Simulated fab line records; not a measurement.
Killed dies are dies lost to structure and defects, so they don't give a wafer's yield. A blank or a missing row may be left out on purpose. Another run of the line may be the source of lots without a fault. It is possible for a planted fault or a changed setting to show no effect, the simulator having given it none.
Split-lot study || flow berkeleyCmos170 || 23 wafers read from 5 lots, route of 331 steps

## ABOUT THE SPLIT
At UCB170_PSD_IMPLANT_08, the setting doseCm2 was moved away from the recipe's 3e+15 on 8 of the 23 wafers read, by +2.0% to +4.4%. All remaining wafers had this setting at the recipe value.

## FROM THE SPLIT TO THE READING: what the file shows between them, 5 steps
- UCB170_PSD_STRIP_09: strips in O2
- UCB170_BACKSIDE_STRIP_03: strips in O2 (also split here: powerW)
- UCB170_BACKSIDE_CLEAN_04: cleans in SPM, time 600 s
- UCB170_SDANNEAL_RTA_00: time 10 s
- UCB170_SDANNEAL_RTA_01: time 5 s

## THE READING
PSD_RS (ohm/sq), read at UCB170_SDANNEAL_RS_MEAS_02 with a four-point probe. Typical for fault-free wafers on this fab line: 75.44 ohm/sq, with standard deviation 0.24 ohm/sq.

{"wafer": "L075.1", "tool, chamber at the split": "implanter-04, 0", "doseCm2 as run": 3e+15, "against the recipe": "recipe", "PSD_RS, ohm/sq": 74.96, "against lot-mates on the recipe": "-"}
{"wafer": "L075.2", "tool, chamber at the split": "implanter-04, 0", "doseCm2 as run": 3e+15, "against the recipe": "recipe", "PSD_RS, ohm/sq": 75.32, "against lot-mates on the recipe": "-"}
{"wafer": "L075.3", "tool, chamber at the split": "implanter-04, 0", "doseCm2 as run": 3e+15, "against the recipe": "recipe", "PSD_RS, ohm/sq": 75.69, "against lot-mates on the recipe": "-"}
{"wafer": "L074.1", "tool, chamber at the split": "implanter-01, 0", "doseCm2 as run": 3.131e+15, "against the recipe": "+4.4%", "PSD_RS, ohm/sq": 72.85, "against lot-mates on the recipe": -2.69}
{"wafer": "L074.2", "tool, chamber at the split": "implanter-01, 0", "doseCm2 as run": 3.131e+15, "against the recipe": "+4.4%", "PSD_RS, ohm/sq": 73.15, "against lot-mates on the recipe": -2.38}
{"wafer": "L074.4", "tool, chamber at the split": "implanter-01, 0", "doseCm2 as run": 3e+15, "against the recipe": "recipe", "PSD_RS, ohm/sq": 75.63, "against lot-mates on the recipe": "-"}
{"wafer": "L074.5", "tool, chamber at the split": "implanter-01, 0", "doseCm2 as run": 3e+15, "against the recipe": "recipe", "PSD_RS, ohm/sq": 75.44, "against lot-mates on the recipe": "-"}
{"wafer": "L074.6", "tool, chamber at the split": "implanter-01, 0", "doseCm2 as run": 3.131e+15, "against the recipe": "+4.4%", "PSD_RS, ohm/sq": 73.16, "against lot-mates on the recipe": -2.38}
{"wafer": "L081.1", "tool, chamber at the split": "implanter-04, 0", "doseCm2 as run": 3e+15, "against the recipe": "recipe", "PSD_RS, ohm/sq": 75.22, "against lot-mates on the recipe": "-"}
{"wafer": "L081.2", "tool, chamber at the split": "implanter-04, 0", "doseCm2 as run": 3.059e+15, "against the recipe": "+2.0%", "PSD_RS, ohm/sq": 74.17, "against lot-mates on the recipe": -1.11}
{"wafer": "L081.4", "tool, chamber at the split": "implanter-04, 0", "doseCm2 as run": 3e+15, "against the recipe": "recipe", "PSD_RS, ohm/sq": 75.23, "against lot-mates on the recipe": "-"}
{"wafer": "L081.5", "tool, chamber at the split": "implanter-04, 0", "doseCm2 as run": 3.059e+15, "against the recipe": "+2.0%", "PSD_RS, ohm/sq": 74.37, "against lot-mates on the recipe": -0.91}
{"wafer": "L081.6", "tool, chamber at the split": "implanter-04, 0", "doseCm2 as run": 3e+15, "against the recipe": "recipe", "PSD_RS, ohm/sq": 75.40, "against lot-mates on the recipe": "-"}
{"wafer": "L080.1", "tool, chamber at the split": "implanter-02, 0", "doseCm2 as run": 3e+15, "against the recipe": "recipe", "PSD_RS, ohm/sq": 75.53, "against lot-mates on the recipe": "-"}
{"wafer": "L080.2", "tool, chamber at the split": "implanter-02, 0", "doseCm2 as run": 3e+15, "against the recipe": "recipe", "PSD_RS, ohm/sq": 75.46, "against lot-mates on the recipe": "-"}
{"wafer": "L080.3", "tool, chamber at the split": "implanter-02, 0", "doseCm2 as run": 3e+15, "against the recipe": "recipe", "PSD_RS, ohm/sq": 74.97, "against lot-mates on the recipe": "-"}
{"wafer": "L080.4", "tool, chamber at the split": "implanter-02, 0", "doseCm2 as run": 3e+15, "against the recipe": "recipe", "PSD_RS, ohm/sq": 74.99, "against lot-mates on the recipe": "-"}
{"wafer": "L080.5", "tool, chamber at the split": "implanter-02, 0", "doseCm2 as run": 3e+15, "against the recipe": "recipe", "PSD_RS, ohm/sq": 75.33, "against lot-mates on the recipe": "-"}
{"wafer": "L082.1", "tool, chamber at the split": "implanter-01, 0", "doseCm2 as run": 3.074e+15, "against the recipe": "+2.5%", "PSD_RS, ohm/sq": 74.19, "against lot-mates on the recipe": -1.31}
{"wafer": "L082.2", "tool, chamber at the split": "implanter-01, 0", "doseCm2 as run": 3.074e+15, "against the recipe": "+2.5%", "PSD_RS, ohm/sq": 74.27, "against lot-mates on the recipe": -1.23}
{"wafer": "L082.3", "tool, chamber at the split": "implanter-01, 0", "doseCm2 as run": 3.074e+15, "against the recipe": "+2.5%", "PSD_RS, ohm/sq": 74.23, "against lot-mates on the recipe": -1.27}
{"wafer": "L082.4", "tool, chamber at the split": "implanter-01, 0", "doseCm2 as run": 3e+15, "against the recipe": "recipe", "PSD_RS, ohm/sq": 75.67, "against lot-mates on the recipe": "-"}
{"wafer": "L082.6", "tool, chamber at the split": "implanter-01, 0", "doseCm2 as run": 3e+15, "against the recipe": "recipe", "PSD_RS, ohm/sq": 75.33, "against lot-mates on the recipe": "-"}

THE FIT
A straight line over all 23 wafers: PSD_RS changes by -0.513 ohm/sq for each +1% of doseCm2; r = -0.97; the points scatter about the line by 0.22 ohm/sq.
The same after taking each lot's own level away (the mean of its wafers on the recipe; 23 wafers): -0.555 ohm/sq for each +1%; r = -0.98; scatter 0.19 ohm/sq.
On that fit, the largest move of doseCm2 shifts the reading by 2.4 ohm/sq.
Measured against the standard deviation above, the lots' own levels, which go from 75.256 to 75.535 ohm/sq, span 1.2 times it.
Consequently the slope shifts little with the lot-to-lot level, the two slopes agreeing.
Check: for one of the wafers moved furthest among these (+4.4%), held out of the fit, the line's prediction against its lot-mates is -2.33 ohm/sq. It came out at -2.69 ohm/sq against them.

## OTHER SPLITS APPLIED TO THESE WAFERS
These wafers also went through other splits before the reading. Each is held against what the fit with the lots' levels taken away leaves over:
{"other split on the same wafers": "UCB170_SPACER_CVD_00 timeS", "wafers away from the commonest value": 8, "r with PSD_RS (lot level and that fit taken away)": "+0.29"}
{"other split on the same wafers": "UCB170_BACKSIDE_STRIP_03 powerW", "wafers away from the commonest value": 11, "r with PSD_RS (lot level and that fit taken away)": -0.09}

## THE WHOLE CHAIN: every reading that the file lists as answering this split, in the file's order
{"step": "UCB170_PSD_STRIP_09", "what it does": "strips in O2", "reading": "stripTimeToEndpointS", "change (the file's fit)": "withheld for each +1% of the setting", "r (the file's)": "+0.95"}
{"step": "UCB170_SDANNEAL_RS_MEAS_02", "what it does": "measures by four-point-probe", "reading": "PSD_RS", "change (the file's fit)": "-0.549 for each +1% of the setting", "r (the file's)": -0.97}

## THE FILE'S OWN FIT
PSD_RS changes by -0.549 ohm/sq for each +1% of doseCm2, r = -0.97.
